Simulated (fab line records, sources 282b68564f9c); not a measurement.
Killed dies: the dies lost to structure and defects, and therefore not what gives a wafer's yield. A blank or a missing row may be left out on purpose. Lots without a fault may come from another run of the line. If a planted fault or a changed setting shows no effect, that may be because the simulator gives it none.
fab line records -- flow ritCmos
record lots=5, wafers=23
route steps=202 shown GATE@91 NLDD@111 PLDD@121 NSD@132 PSD@150 SDANNEAL@155 SILICIDE@162 CONTACT@168
startH: start of the lot's first displayed wafer, in hours after the record's first day -- waitH: hours from the lot's prior step to this one -- " the same as in the row above -- L1.1+2: a row that stands for several wafers -- - no value, or no start given -- * or withheld: withheld -- < > ~ a bound
route shown NAME@n: a module of which the file shows steps, and the number in the route of the first -- usual: mean and standard deviation over wafers with no fault -- same: alike in all rows -- chamber/n: place in a boat -- sites: readings site by site -- _std_site: the values' standard deviation -- _edge_site: the outer-site mean with the inner-site mean subtracted -- radiusMm: for every site, how far away it sits from the centre of the wafer -- mask NAME#n: copy n -- behind: the tool/chamber that last shaped the wafer -- hold: reason for holding the lot/hours on hold/outcome of the hold -- device: which transistor (n, p or np) failed to switch -- end of line: the same wafers' tests at the end of the route -- step lacking rows: just its recipe -- killed: dies lost to structure and defects at the first sort, not the wafer's yield -- map: shows each die of a wafer: x if killed, . if not, _ if none is there
set.NAME: the run value of the setting; set.NAME@STEP: its run value at that earlier step -- model.NAME: the simulator's own value behind a step, which no gauge read
one table per step and one row per wafer, for lots whose settings were changed on purpose
## steps
# step RIT_GATE_DEVELOP_15
# recipe resist=NOVOLAK, developTimeS=50, devTempC=23
lot.wafer,tool,chamber,startH,waitH,set.developTimeS
L075.1+2+3,lithoTrack-01,0,-,-,54.15
L075.4+5,lithoTrack-01,0,-,-,50
L076.1+4,lithoTrack-01,0,-,-,56.34
L076.3+5+6,lithoTrack-01,0,-,-,50
L079.1+3,lithoTrack-01,0,-,-,42.57
L079.4+5+6,lithoTrack-01,0,-,-,50
L080.3+4+6,lithoTrack-03,0,-,-,50
L083.1+5,lithoTrack-01,0,-,-,50
L083.3+4+6,lithoTrack-01,0,-,-,55.5
# step RIT_GATE_HARDBAKE_18
# recipe resist=NOVOLAK, tempC=140, timeS=60
# step RIT_GATE_ETCH_19
# recipe chemistry=SF6/CHF3/O2, timeS=165, SF6_flow_sccm=30, CHF3_flow_sccm=30, O2_flow_sccm=5, target=poly-Si, pressureMtorr=40, rfW=160, targetDepthA=3125, overEtchFrac=0.25, stopOn=SiO2
lot.wafer,tool,chamber,startH,waitH,set.doseMj@GATE_EXPOSE_13,set.developTimeS@GATE_DEVELOP_15,model.GATE.cdNm
L075.1,rieSi-01,1,42.57,0.1,380,54.15,135.3
L075.2,rieSi-01,3,42.57,0.1,380,54.15,137.2
L075.3,rieSi-01,2,42.57,0.1,380,54.15,137.3
L075.4,rieSi-01,3,42.57,0.1,380,50,149.9
L075.5,rieSi-01,1,42.57,0.1,380,50,152.2
L076.1+4,rieSi-02,"3,2",47.93,0.1,380,56.34,-
L076.3,rieSi-02,1,47.93,0.1,408.4,50,115.3
L076.5,rieSi-02,2,47.93,0.1,380,50,147.8
L076.6,rieSi-02,3,47.93,0.1,408.4,50,115.2
L079.1+3,rieSi-01,"3,0",61.27,0.1,380,42.57,-
L079.4,rieSi-01,2,61.27,0.1,380,50,149.1
L079.5,rieSi-01,2,61.27,0.1,391.9,50,134.4
L079.6,rieSi-01,1,61.27,0.1,391.9,50,133.2
L080.3,rieSi-02,2,66.55,0.1,380,50,150.9
L080.4,rieSi-02,1,66.55,0.1,380,50,146.2
L080.6,rieSi-02,2,66.55,0.1,380,50,148.6
L083.1,rieSi-01,2,82.62,0.1,366.8,50,166.3
L083.3,rieSi-01,1,82.62,0.1,366.8,55.5,146.8
L083.4,rieSi-01,0,82.62,0.1,380,55.5,127.9
L083.5,rieSi-01,1,82.62,0.1,380,50,146.7
L083.6,rieSi-01,2,82.62,0.1,380,55.5,-
# step RIT_NLDD_IMPLANT_08
# recipe species=P, energyKev=20, doseCm2=5e+14, tiltDeg=7
lot.wafer,tool,chamber,startH,waitH,set.energyKev,model.implant.drpNm
L075.1+2+3+4+5,implanter-04,0,47.30,0.1,20,12.97
L076.1+5+6,implanter-03,0,52.46,0.1,20,12.97
L076.3+4,implanter-03,0,52.46,0.1,19.56,12.8
L079.1+5+6,implanter-01,0,65.82,0.1,19.49,12.77
L079.3+4,implanter-01,0,65.82,0.1,20,12.97
L080.3+4+6,implanter-04,0,71.31,0.1,20,12.97
L083.1+3+5,implanter-01,0,87.04,0.1,19.69,12.85
L083.4+6,implanter-01,0,87.04,0.1,20,12.97
# step RIT_PLDD_HARDBAKE_07
# recipe resist=NOVOLAK, tempC=140, timeS=60
lot.wafer,tool,chamber,startH,waitH,set.tempC,model.NOVOLAK_of_PLDD_COAT_01.thkNm
L075.1,lithoTrack-04,0,48.57,0.0,141.4,883.8
L075.2,lithoTrack-04,0,48.57,0.0,141.4,884.1
L075.3,lithoTrack-04,0,48.57,0.0,140,886.3
L075.4,lithoTrack-04,0,48.57,0.0,140,887.1
L075.5,lithoTrack-04,0,48.57,0.0,141.4,885.4
L076.1,lithoTrack-04,0,53.86,0.0,137.6,887
L076.3,lithoTrack-04,0,53.86,0.0,137.6,887.1
L076.4,lithoTrack-04,0,53.86,0.0,140,883.5
L076.5,lithoTrack-04,0,53.86,0.0,140,885.5
L076.6,lithoTrack-04,0,53.86,0.0,140,883.2
L079.1,lithoTrack-04,0,67.23,0.0,136.7,887.4
L079.3,lithoTrack-04,0,67.23,0.0,140,882.9
L079.4,lithoTrack-04,0,67.23,0.0,136.7,885.8
L079.5,lithoTrack-04,0,67.23,0.0,140,881.8
L079.6,lithoTrack-04,0,67.23,0.0,140,879.9
L080.3,lithoTrack-04,0,72.71,0.1,140,882.1
L080.4,lithoTrack-04,0,72.71,0.1,140,884.2
L080.6,lithoTrack-04,0,72.71,0.1,140,883.2
L083.1,lithoTrack-04,0,88.31,0.0,140,882.8
L083.3,lithoTrack-04,0,88.31,0.0,142.4,880.2
L083.4,lithoTrack-04,0,88.31,0.0,142.4,881.6
L083.5,lithoTrack-04,0,88.31,0.0,142.4,882.1
L083.6,lithoTrack-04,0,88.31,0.0,140,886
# step RIT_NSD_COAT_01
# recipe resist=NOVOLAK, spinRpm=3250, resistThkNm=1000
lot.wafer,tool,chamber,startH,waitH,set.spinRpm,model.NOVOLAK_of_NSD_COAT_01.thkNm
L075.1+5,lithoTrack-01,0,51.97,0.1,3250,1001
L075.2,lithoTrack-01,0,51.97,0.1,3013,1038
L075.3,lithoTrack-01,0,51.97,0.1,3250,999.1
L075.4,lithoTrack-01,0,51.97,0.1,3013,1042
L076.1+3,lithoTrack-01,0,57.05,0.1,3250,1000
L076.4,lithoTrack-01,0,57.05,0.1,3250,999.9
L076.5,lithoTrack-01,0,57.05,0.1,3250,1001
L076.6,lithoTrack-01,0,57.05,0.1,3250,1002
L079.1,lithoTrack-03,0,70.47,0.1,3250,998.4
L079.3,lithoTrack-03,0,70.47,0.1,3360,982.8
L079.4,lithoTrack-03,0,70.47,0.1,3360,979.9
L079.5,lithoTrack-03,0,70.47,0.1,3250,996.9
L079.6,lithoTrack-03,0,70.47,0.1,3360,982.2
L080.3,lithoTrack-01,0,75.89,0.1,3250,1000
L080.4,lithoTrack-01,0,75.89,0.1,3250,1002
L080.6,lithoTrack-01,0,75.89,0.1,3250,999.1
L083.1+4,lithoTrack-04,0,91.63,0.1,3113,1022
L083.3,lithoTrack-04,0,91.63,0.1,3250,1000
L083.5,lithoTrack-04,0,91.63,0.1,3250,1001
L083.6,lithoTrack-04,0,91.63,0.1,3250,997
# step RIT_NSD_SOFTBAKE_02
# recipe resist=NOVOLAK, tempC=90, timeS=60
# step RIT_NSD_EXPOSE_03
# recipe maskId=M9, na=0.57, targetCdNm=40700, doseMj=250
# step RIT_NSD_DEVELOP_05
# recipe resist=NOVOLAK, developTimeS=50, devTempC=23
# step RIT_NSD_HARDBAKE_07
# recipe resist=NOVOLAK, tempC=140, timeS=60
lot.wafer,tool,chamber,startH,waitH,set.spinRpm@NSD_COAT_01,model.NOVOLAK_of_NSD_COAT_01.thkNm
L075.1,lithoTrack-04,0,52.71,0.0,3250,884.7
L075.2,lithoTrack-04,0,52.71,0.0,3013,917.1
L075.3,lithoTrack-04,0,52.71,0.0,3250,883
L075.4,lithoTrack-04,0,52.71,0.0,3013,920.9
L075.5,lithoTrack-04,0,52.71,0.0,3250,884.4
L076.1+3,lithoTrack-03,0,57.91,0.0,3250,883.8
L076.4,lithoTrack-03,0,57.91,0.0,3250,883.7
L076.5,lithoTrack-03,0,57.91,0.0,3250,884.5
L076.6,lithoTrack-03,0,57.91,0.0,3250,885.8
L079.1,lithoTrack-03,0,71.53,0.2,3250,882.4
L079.3,lithoTrack-03,0,71.53,0.2,3360,868.7
L079.4,lithoTrack-03,0,71.53,0.2,3360,866.2
L079.5,lithoTrack-03,0,71.53,0.2,3250,881.1
L079.6,lithoTrack-03,0,71.53,0.2,3360,868.2
L080.3,lithoTrack-01,0,76.62,0.1,3250,884.3
L080.4,lithoTrack-01,0,76.62,0.1,3250,885.7
L080.6,lithoTrack-01,0,76.62,0.1,3250,883
L083.1,lithoTrack-04,0,92.37,0.0,3113,902.6
L083.3,lithoTrack-04,0,92.37,0.0,3250,883.9
L083.4,lithoTrack-04,0,92.37,0.0,3113,903
L083.5,lithoTrack-04,0,92.37,0.0,3250,884.3
L083.6,lithoTrack-04,0,92.37,0.0,3250,881.2
# step RIT_NSD_IMPLANT_08
# recipe species=P, energyKev=25, doseCm2=1e+15, tiltDeg=7
lot.wafer,tool,chamber,startH,waitH,set.energyKev,model.implant.rpNm,model.implant.drpNm
L075.1+2,implanter-02,0,52.86,0.1,25,31.71,14.84
L075.3+4+5,implanter-02,0,52.86,0.1,23.53,30.43,14.3
L076.1+4+6,implanter-03,0,58.06,0.1,25.86,33.27,15.14
L076.3+5,implanter-03,0,58.06,0.1,25,32.52,14.84
L079.1+3+6,implanter-02,0,71.68,0.1,25,32.05,14.84
L079.4+5,implanter-02,0,71.68,0.1,25.47,32.45,15
L080.3+4+6,implanter-02,0,76.77,0.1,25,31.95,14.84
L083.1+3+4,implanter-03,0,92.52,0.1,23.72,31.98,14.37
L083.5+6,implanter-03,0,92.52,0.1,25,33.14,14.84
# step RIT_PSD_IMPLANT_08
# recipe species=BF2, energyKev=27, doseCm2=5e+15, tiltDeg=7
lot.wafer,tool,chamber,startH,waitH,set.doseCm2
L075.1+3,implanter-03,0,54.40,0.1,4.634e+15
L075.2+4+5,implanter-03,0,54.40,0.1,5e+15
L076.1+5,implanter-03,0,59.48,0.1,5.334e+15
L076.3+4+6,implanter-03,0,59.48,0.1,5e+15
L079.1+3+4,implanter-02,0,73.22,0.1,5e+15
L079.5+6,implanter-02,0,73.22,0.1,5.104e+15
L080.3+4+6,implanter-02,0,78.20,0.1,5e+15
L083.1+3+5,implanter-02,0,93.94,0.1,5e+15
L083.4+6,implanter-02,0,93.94,0.1,4.655e+15
# step RIT_PSD_STRIP_09
# recipe chemistry=O2, timeS=180, resist=NOVOLAK, platenTempC=withheld, powerW=500, pressureMtorr=4000, o2FlowSccm=4000
# step RIT_SDANNEAL_CLEAN_02
# recipe chemistry=SC2, mix=3:3:50, timeS=600, tempC=75, dry=n2Spin
# step RIT_SDANNEAL_RTA_03
# recipe tempC=1050, timeS=5, idleTempC=600, rampUpCPerS=342, rampDownCPerS=171, coolToC=600, ambient=N2
# step RIT_SDANNEAL_RS_MEAS_04
# recipe thkMeasGauge=four-point-probe
# usual PSD_RS=116.05/0.24
lot.wafer,tool,chamber,startH,waitH,set.doseCm2@PSD_IMPLANT_08,PSD_RS[ohm/sq]
L075.1,filmMetro-01,-,55.21,0.0,4.634e+15,116.83
L075.2,filmMetro-01,-,55.21,0.0,5e+15,115.88
L075.3,filmMetro-01,-,55.21,0.0,4.634e+15,116.67
L075.4,filmMetro-01,-,55.21,0.0,5e+15,115.72
L075.5,filmMetro-01,-,55.21,0.0,5e+15,115.61
L076.1,filmMetro-04,-,60.29,0.0,5.334e+15,115.17
L076.3,filmMetro-04,-,60.29,0.0,5e+15,116.35
L076.4,filmMetro-04,-,60.29,0.0,5e+15,115.74
L076.5,filmMetro-04,-,60.29,0.0,5.334e+15,115.15
L076.6,filmMetro-04,-,60.29,0.0,5e+15,115.89
L079.1,filmMetro-03,-,74.03,0.0,5e+15,116.28
L079.3,filmMetro-03,-,74.03,0.0,5e+15,116.14
L079.4,filmMetro-03,-,74.03,0.0,5e+15,116.43
L079.5,filmMetro-03,-,74.03,0.0,5.104e+15,116.24
L079.6,filmMetro-03,-,74.03,0.0,5.104e+15,115.94
L080.3,filmMetro-01,-,79.00,0.1,5e+15,115.80
L080.4,filmMetro-01,-,79.00,0.1,5e+15,116.10
L080.6,filmMetro-01,-,79.00,0.1,5e+15,116.05
L083.1,filmMetro-04,-,95.10,0.0,5e+15,116.13
L083.3,filmMetro-04,-,95.10,0.0,5e+15,115.86
L083.4,filmMetro-04,-,95.10,0.0,4.655e+15,116.69
L083.5,filmMetro-04,-,95.10,0.0,5e+15,116.06
L083.6,filmMetro-04,-,95.10,0.0,4.655e+15,117.04
# step RIT_SILICIDE_SPUTTER_01
# recipe material=Ti, targetThkNm=30, powerW=350, chamberPressurePa=0.667, gas=Ar, timeS=240, substrateTempC=25
lot.wafer,tool,chamber,startH,waitH,set.timeS,model.Ti_of_SILICIDE_SPUTTER_01.thkNm
L075.1,pvdSputter-02,-,55.70,0.0,240,30.31
L075.2,pvdSputter-02,-,55.70,0.0,240,30.11
L075.3,pvdSputter-02,-,55.70,0.0,240,30.13
L075.4,pvdSputter-02,-,55.70,0.0,240,30.21
L075.5,pvdSputter-02,-,55.70,0.0,240,29.88
L076.1,pvdSputter-03,-,60.79,0.0,220.5,26.98
L076.3,pvdSputter-03,-,60.79,0.0,240,29.82
L076.4,pvdSputter-03,-,60.79,0.0,220.5,27.48
L076.5,pvdSputter-03,-,60.79,0.0,240,29.73
L076.6,pvdSputter-03,-,60.79,0.0,240,29.88
L079.1,pvdSputter-02,-,74.53,0.0,240,29.76
L079.3,pvdSputter-02,-,74.53,0.0,240,29.43
L079.4,pvdSputter-02,-,74.53,0.0,240,29.98
L079.5,pvdSputter-02,-,74.53,0.0,240,29.96
L079.6,pvdSputter-02,-,74.53,0.0,240,29.53
L080.3,pvdSputter-03,-,79.45,0.0,240,29.9
L080.4,pvdSputter-03,-,79.45,0.0,240,29.61
L080.6,pvdSputter-03,-,79.45,0.0,240,29.45
L083.1,pvdSputter-02,-,95.59,0.0,240,29.21
L083.3,pvdSputter-02,-,95.59,0.0,261.7,32.44
L083.4,pvdSputter-02,-,95.59,0.0,261.7,32.12
L083.5,pvdSputter-02,-,95.59,0.0,240,29.43
L083.6,pvdSputter-02,-,95.59,0.0,240,29.86
# step RIT_SILICIDE_RS_MEAS_02
# recipe thkMeasGauge=four-point-probe, reads=Ti_of_SILICIDE_SPUTTER_01
# usual SILICIDE_TI_RS=48.3/0.63
lot.wafer,tool,chamber,startH,waitH,set.timeS@SILICIDE_SPUTTER_01,SILICIDE_TI_RS[ohm/sq]
L075.1,filmMetro-03,-,55.85,0.1,240,47.3
L075.2,filmMetro-03,-,55.85,0.1,240,47.7
L075.3,filmMetro-03,-,55.85,0.1,240,47.7
L075.4,filmMetro-03,-,55.85,0.1,240,47.5
L075.5,filmMetro-03,-,55.85,0.1,240,48.2
L076.1,filmMetro-02,-,60.94,0.1,220.5,54.7
L076.3,filmMetro-02,-,60.94,0.1,240,48.3
L076.4,filmMetro-02,-,60.94,0.1,220.5,53.4
L076.5,filmMetro-02,-,60.94,0.1,240,48.4
L076.6,filmMetro-02,-,60.94,0.1,240,48.2
L079.1,filmMetro-02,-,74.68,0.1,240,48.4
L079.3,filmMetro-02,-,74.68,0.1,240,49.1
L079.4,filmMetro-02,-,74.68,0.1,240,47.9
L079.5,filmMetro-02,-,74.68,0.1,240,48.0
L079.6,filmMetro-02,-,74.68,0.1,240,48.8
L080.3,filmMetro-01,-,79.64,0.1,240,48.1
L080.4,filmMetro-01,-,79.64,0.1,240,48.8
L080.6,filmMetro-01,-,79.64,0.1,240,49.1
L083.1,filmMetro-03,-,95.74,0.1,240,49.5
L083.3,filmMetro-03,-,95.74,0.1,261.7,43.5
L083.4,filmMetro-03,-,95.74,0.1,261.7,44.1
L083.5,filmMetro-03,-,95.74,0.1,240,49.1
L083.6,filmMetro-03,-,95.74,0.1,240,48.3
# step RIT_SILICIDE_THK_MEAS_03
# recipe thkMeasGauge=xrf, reads=Ti_of_SILICIDE_SPUTTER_01
# usual SILICIDE_TI_THK=30.2/0.34
lot.wafer,tool,chamber,startH,waitH,set.timeS@SILICIDE_SPUTTER_01,SILICIDE_TI_THK[nm]
L075.1,filmMetro-03,-,55.97,0.1,240,30.7
L075.2,filmMetro-03,-,55.97,0.1,240,30.5
L075.3,filmMetro-03,-,55.97,0.1,240,30.5
L075.4,filmMetro-03,-,55.97,0.1,240,30.8
L075.5,filmMetro-03,-,55.97,0.1,240,30.3
L076.1,filmMetro-02,-,61.06,0.1,220.5,27.4
L076.3,filmMetro-02,-,61.06,0.1,240,30.0
L076.4,filmMetro-02,-,61.06,0.1,220.5,27.8
L076.5,filmMetro-02,-,61.06,0.1,240,30.1
L076.6,filmMetro-02,-,61.06,0.1,240,30.1
L079.1,filmMetro-02,-,74.80,0.1,240,30.1
L079.3,filmMetro-02,-,74.80,0.1,240,29.8
L079.4,filmMetro-02,-,74.80,0.1,240,30.5
L079.5,filmMetro-02,-,74.80,0.1,240,30.3
L079.6,filmMetro-02,-,74.80,0.1,240,29.9
L080.3,filmMetro-01,-,79.74,0.1,240,30.3
L080.4,filmMetro-01,-,79.74,0.1,240,29.8
L080.6,filmMetro-01,-,79.74,0.1,240,29.8
L083.1,filmMetro-03,-,95.86,0.1,240,29.5
L083.3,filmMetro-03,-,95.86,0.1,261.7,32.9
L083.4,filmMetro-03,-,95.86,0.1,261.7,32.4
L083.5,filmMetro-03,-,95.86,0.1,240,29.7
L083.6,filmMetro-03,-,95.86,0.1,240,30.3
# step RIT_CONTACT_CVD_00
# recipe material=SiO2, targetThkNm=400, precursor=TEOS, tempC=390, timeS=61, rfW=400
lot.wafer,tool,chamber,startH,waitH,set.timeS,model.SiO2_of_CONTACT_CVD_00.thkNm
L075.1,pecvd-01,1,56.21,0.1,56.79,-
L075.2,pecvd-01,0,56.21,0.1,56.79,370
L075.3,pecvd-01,2,56.21,0.1,56.79,367.2
L075.4,pecvd-01,1,56.21,0.1,61,405.1
L075.5,pecvd-01,2,56.21,0.1,61,-
L076.1,pecvd-03,1,61.29,0.1,61,390.1
L076.3,pecvd-03,0,61.29,0.1,61,393.6
L076.4,pecvd-03,0,61.29,0.1,61,394.6
L076.5,pecvd-03,1,61.29,0.1,61,395.7
L076.6,pecvd-03,2,61.29,0.1,61,398.2
L079.1,pecvd-03,1,75.03,0.1,61,393.4
L079.3,pecvd-03,0,75.03,0.1,55.89,357.2
L079.4,pecvd-03,1,75.03,0.1,55.89,371.3
L079.5,pecvd-03,0,75.03,0.1,55.89,369.5
L079.6,pecvd-03,2,75.03,0.1,61,403.3
L080.3,pecvd-04,0,79.96,0.0,61,393.9
L080.4,pecvd-04,0,79.96,0.0,61,402.2
L080.6,pecvd-04,2,79.96,0.0,61,396.7
L083.1,pecvd-04,2,96.09,0.1,69.12,444.9
L083.3,pecvd-04,1,96.09,0.1,61,395.4
L083.4,pecvd-04,2,96.09,0.1,61,399.3
L083.5,pecvd-04,0,96.09,0.1,61,400.1
L083.6,pecvd-04,1,96.09,0.1,69.12,455.8
# step RIT_CONTACT_THK_MEAS_01
# recipe reads=SiO2_of_CONTACT_CVD_00
# usual CONTACT_TEOS_THK=399/4.6
lot.wafer,tool,chamber,startH,waitH,set.timeS@CONTACT_CVD_00,CONTACT_TEOS_THK[nm]
L075.1,filmMetro-04,-,56.26,0.0,56.79,371
L075.2,filmMetro-04,-,56.26,0.0,56.79,370
L075.3,filmMetro-04,-,56.26,0.0,56.79,368
L075.4,filmMetro-04,-,56.26,0.0,61,405
L075.5,filmMetro-04,-,56.26,0.0,61,404
L076.1,filmMetro-03,-,61.34,0.0,61,390
L076.3,filmMetro-03,-,61.34,0.0,61,393
L076.4,filmMetro-03,-,61.34,0.0,61,395
L076.5,filmMetro-03,-,61.34,0.0,61,396
L076.6,filmMetro-03,-,61.34,0.0,61,398
L079.1,filmMetro-02,-,75.08,0.0,61,393
L079.3,filmMetro-02,-,75.08,0.0,55.89,357
L079.4,filmMetro-02,-,75.08,0.0,55.89,371
L079.5,filmMetro-02,-,75.08,0.0,55.89,370
L079.6,filmMetro-02,-,75.08,0.0,61,403
L080.3,filmMetro-03,-,80.03,0.0,61,394
L080.4,filmMetro-03,-,80.03,0.0,61,402
L080.6,filmMetro-03,-,80.03,0.0,61,397
L083.1,filmMetro-04,-,96.15,0.0,69.12,445
L083.3,filmMetro-04,-,96.15,0.0,61,396
L083.4,filmMetro-04,-,96.15,0.0,61,399
L083.5,filmMetro-04,-,96.15,0.0,61,400
L083.6,filmMetro-04,-,96.15,0.0,69.12,455
# step RIT_CONTACT_DEVELOP_07
# recipe resist=NOVOLAK, developTimeS=120, devTempC=23
lot.wafer,tool,chamber,startH,waitH,set.developTimeS
L075.1+2+4,lithoTrack-02,0,-,-,120
L075.3+5,lithoTrack-02,0,-,-,134.6
L076.1+4+5,lithoTrack-03,0,-,-,120
L076.3+6,lithoTrack-03,0,-,-,126.3
L079.1+3+4+5+6,lithoTrack-03,0,-,-,120
L080.3+4+6,lithoTrack-02,0,-,-,120
L083.1+3+4+5+6,lithoTrack-04,0,-,-,120
# step RIT_CONTACT_CD_MEAS_08
# recipe targetCdNm=1000
# usual cdNm=1000.3/1.8
lot.wafer,tool,chamber,startH,waitH,set.developTimeS@CONTACT_DEVELOP_07,cdNm
L075.1,cdSem-01,-,57.42,-,120,1000.1
L075.2,cdSem-01,-,57.42,-,120,999.7
L075.3,cdSem-01,-,57.42,-,134.6,1007.9
L075.4,cdSem-01,-,57.42,-,120,998.2
L075.5,cdSem-01,-,57.42,-,134.6,1010.0
L076.1,cdSem-01,-,62.54,-,120,1001.3
L076.3,cdSem-01,-,62.54,-,126.3,1004.4
L076.4,cdSem-01,-,62.54,-,120,998.1
L076.5,cdSem-01,-,62.54,-,120,1001.7
L076.6,cdSem-01,-,62.54,-,126.3,1004.2
L079.1,cdSem-01,-,76.11,-,120,1002.0
L079.3,cdSem-01,-,76.11,-,120,1002.2
L079.4,cdSem-01,-,76.11,-,120,1000.7
L079.5,cdSem-01,-,76.11,-,120,1001.7
L079.6,cdSem-01,-,76.11,-,120,1002.1
L080.3,cdSem-01,-,81.20,-,120,999.3
L080.4,cdSem-01,-,81.20,-,120,997.8
L080.6,cdSem-01,-,81.20,-,120,999.5
L083.1,cdSem-01,-,97.33,-,120,1001.3
L083.3,cdSem-01,-,97.33,-,120,999.1
L083.4,cdSem-01,-,97.33,-,120,1001.1
L083.5,cdSem-01,-,97.33,-,120,1001.6
L083.6,cdSem-01,-,97.33,-,120,1000.8
# step RIT_CONTACT_HARDBAKE_10
# recipe resist=NOVOLAK, tempC=140, timeS=60
# step RIT_CONTACT_ETCH_11
# recipe targetDepthA=4800, overEtchFrac=0.2, stopOn=TiSi2, chemistry=CHF3/CF4/Ar, target=SiO2, CHF3_flow_sccm=50, cf4FlowSccm=10, Ar_flow_sccm=100, O2_flow_sccm=5, pressureMtorr=100, rfW=200, timeS=320
lot.wafer,tool,chamber,startH,waitH,set.timeS@CONTACT_CVD_00,set.developTimeS@CONTACT_DEVELOP_07,model.CONTACT.featureDepthNm,model.etch.depthNm,model.CONTACT.cdNm
L075.1,rieDiel-04,0,57.73,0.1,56.79,120,370.8,-,999.9
L075.2,rieDiel-04,3,57.73,0.1,56.79,120,370,370,1000
L075.3,rieDiel-04,1,57.73,0.1,56.79,134.6,367.2,367.2,1008
L075.4,rieDiel-04,2,57.73,0.1,61,120,405.1,405.1,998
L075.5,rieDiel-04,1,57.73,0.1,61,134.6,404.2,-,1010
L076.1,rieDiel-04,3,62.85,0.1,61,120,390.1,390.1,1002
L076.3,rieDiel-04,2,62.85,0.1,61,126.3,393.6,393.6,1004
L076.4,rieDiel-04,1,62.85,0.1,61,120,394.6,394.6,998.6
L076.5,rieDiel-04,2,62.85,0.1,61,120,395.7,395.7,1002
L076.6,rieDiel-04,1,62.85,0.1,61,126.3,398.2,398.2,1004
L079.1,rieDiel-01,1,76.45,0.1,61,120,393.4,393.4,1002
L079.3,rieDiel-01,0,76.45,0.1,55.89,120,357.2,357.2,1002
L079.4,rieDiel-01,3,76.45,0.1,55.89,120,371.3,371.3,1001
L079.5,rieDiel-01,2,76.45,0.1,55.89,120,369.5,369.5,1002
L079.6,rieDiel-01,1,76.45,0.1,61,120,403.3,403.3,1002
L080.3,rieDiel-02,3,81.47,0.1,61,120,393.9,393.9,999.3
L080.4,rieDiel-02,2,81.47,0.1,61,120,402.2,402.2,997
L080.6,rieDiel-02,3,81.47,0.1,61,120,396.7,396.7,1000
L083.1,rieDiel-02,0,97.63,0.1,69.12,120,444.9,444.9,1001
L083.3,rieDiel-02,1,97.63,0.1,61,120,395.4,395.4,999
L083.4,rieDiel-02,2,97.63,0.1,61,120,399.3,399.3,1001
L083.5,rieDiel-02,2,97.63,0.1,61,120,400.1,400.1,1001
L083.6,rieDiel-02,1,97.63,0.1,69.12,120,455.8,455.8,1001
# step RIT_CONTACT_STRIP_12
# recipe chemistry=O2, timeS=180, resist=NOVOLAK, platenTempC=withheld, powerW=500, pressureMtorr=4000, o2FlowSccm=4000
# step RIT_CONTACT_CD_MEAS_90
# recipe targetCdNm=1000
# usual cdNm=1000.3/1.9
lot.wafer,tool,chamber,startH,waitH,set.developTimeS@CONTACT_DEVELOP_07,cdNm
L075.1,cdSem-02,-,58.10,0.1,120,999.8
L075.2,cdSem-02,-,58.10,0.1,120,1000.2
L075.3,cdSem-02,-,58.10,0.1,134.6,1007.9
L075.4,cdSem-02,-,58.10,0.1,120,998.2
L075.5,cdSem-02,-,58.10,0.1,134.6,1009.4
L076.1,cdSem-02,-,63.22,0.1,120,1001.6
L076.3,cdSem-02,-,63.22,0.1,126.3,1004.4
L076.4,cdSem-02,-,63.22,0.1,120,998.8
L076.5,cdSem-02,-,63.22,0.1,120,1002.0
L076.6,cdSem-02,-,63.22,0.1,126.3,1004.2
L079.1,cdSem-02,-,76.82,0.1,120,1001.4
L079.3,cdSem-02,-,76.82,0.1,120,1001.7
L079.4,cdSem-02,-,76.82,0.1,120,1001.5
L079.5,cdSem-02,-,76.82,0.1,120,1001.4
L079.6,cdSem-02,-,76.82,0.1,120,1002.4
L080.3,cdSem-02,-,81.88,0.1,120,999.2
L080.4,cdSem-02,-,81.88,0.1,120,996.9
L080.6,cdSem-02,-,81.88,0.1,120,1000.2
L083.1,cdSem-02,-,98.00,0.1,120,1001.4
L083.3,cdSem-02,-,98.00,0.1,120,999.3
L083.4,cdSem-02,-,98.00,0.1,120,1001.0
L083.5,cdSem-02,-,98.00,0.1,120,1000.7
L083.6,cdSem-02,-,98.00,0.1,120,1000.7
## key
split step=RIT_GATE_DEVELOP_15, setting=developTimeS, stated=50, by=wafer
response step=RIT_GATE_ETCH_19, reading=model.GATE.cdNm, slope=-1.74, per=1%, togetherWith=doseMj@GATE_EXPOSE_13, explained=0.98
split step=RIT_NLDD_IMPLANT_08, setting=energyKev, stated=20, by=wafer
response step=RIT_NLDD_IMPLANT_08, reading=model.implant.drpNm, change=+0.0786, per=1%, r=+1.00
split step=RIT_PLDD_HARDBAKE_07, setting=tempC, stated=140, by=wafer
response step=RIT_PLDD_HARDBAKE_07, reading=model.NOVOLAK_of_PLDD_COAT_01.thkNm, change=-1.98, per=1%, r=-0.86
split step=RIT_NSD_COAT_01, setting=spinRpm, stated=3250, by=wafer
response step=RIT_NSD_COAT_01, reading=model.NOVOLAK_of_NSD_COAT_01.thkNm, change=-5.35, per=1%, r=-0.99
response step=RIT_NSD_HARDBAKE_07, reading=model.NOVOLAK_of_NSD_COAT_01.thkNm, change=-4.68, per=1%, r=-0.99
split step=RIT_NSD_IMPLANT_08, setting=energyKev, stated=25, by=wafer
response step=RIT_NSD_IMPLANT_08, reading=model.implant.rpNm, change=+0.22, per=1%, r=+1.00
response step=RIT_NSD_IMPLANT_08, reading=model.implant.drpNm, change=+0.0902, per=1%, r=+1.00
split step=RIT_PSD_IMPLANT_08, setting=doseCm2, stated=5e+15, by=wafer
response step=RIT_SDANNEAL_RS_MEAS_04, reading=PSD_RS, change=-0.128, per=1%, r=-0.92
split step=RIT_SILICIDE_SPUTTER_01, setting=timeS, stated=240, by=wafer
response step=RIT_SILICIDE_SPUTTER_01, reading=model.Ti_of_SILICIDE_SPUTTER_01.thkNm, change=+0.312, per=1%, r=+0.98
response step=RIT_SILICIDE_RS_MEAS_02, reading=SILICIDE_TI_RS, change=-0.634, per=1%, r=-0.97
response step=RIT_SILICIDE_THK_MEAS_03, reading=SILICIDE_TI_THK, change=+0.311, per=1%, r=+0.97
split step=RIT_CONTACT_CVD_00, setting=timeS, stated=61, by=wafer
response step=RIT_CONTACT_CVD_00, reading=model.SiO2_of_CONTACT_CVD_00.thkNm, change=+4.03, per=1%, r=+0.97
response step=RIT_CONTACT_THK_MEAS_01, reading=CONTACT_TEOS_THK, change=+4.08, per=1%, r=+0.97
response step=RIT_CONTACT_ETCH_11, reading=model.CONTACT.featureDepthNm, change=+4.09, per=1%, r=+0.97
response step=RIT_CONTACT_ETCH_11, reading=model.etch.depthNm, change=+4.03, per=1%, r=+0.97
split step=RIT_CONTACT_DEVELOP_07, setting=developTimeS, stated=120, by=wafer
response step=RIT_CONTACT_CD_MEAS_08, reading=cdNm, change=+0.784, per=1%, r=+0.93
response step=RIT_CONTACT_ETCH_11, reading=model.CONTACT.cdNm, change=+0.774, per=1%, r=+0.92
response step=RIT_CONTACT_CD_MEAS_90, reading=cdNm, change=+0.746, per=1%, r=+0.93
split outsideThisFile step=RIT_GATE_EXPOSE_13 setting=doseMj
# split outsideThisFile: this setting was split too, and the file shows its column; the key of that split is in another file
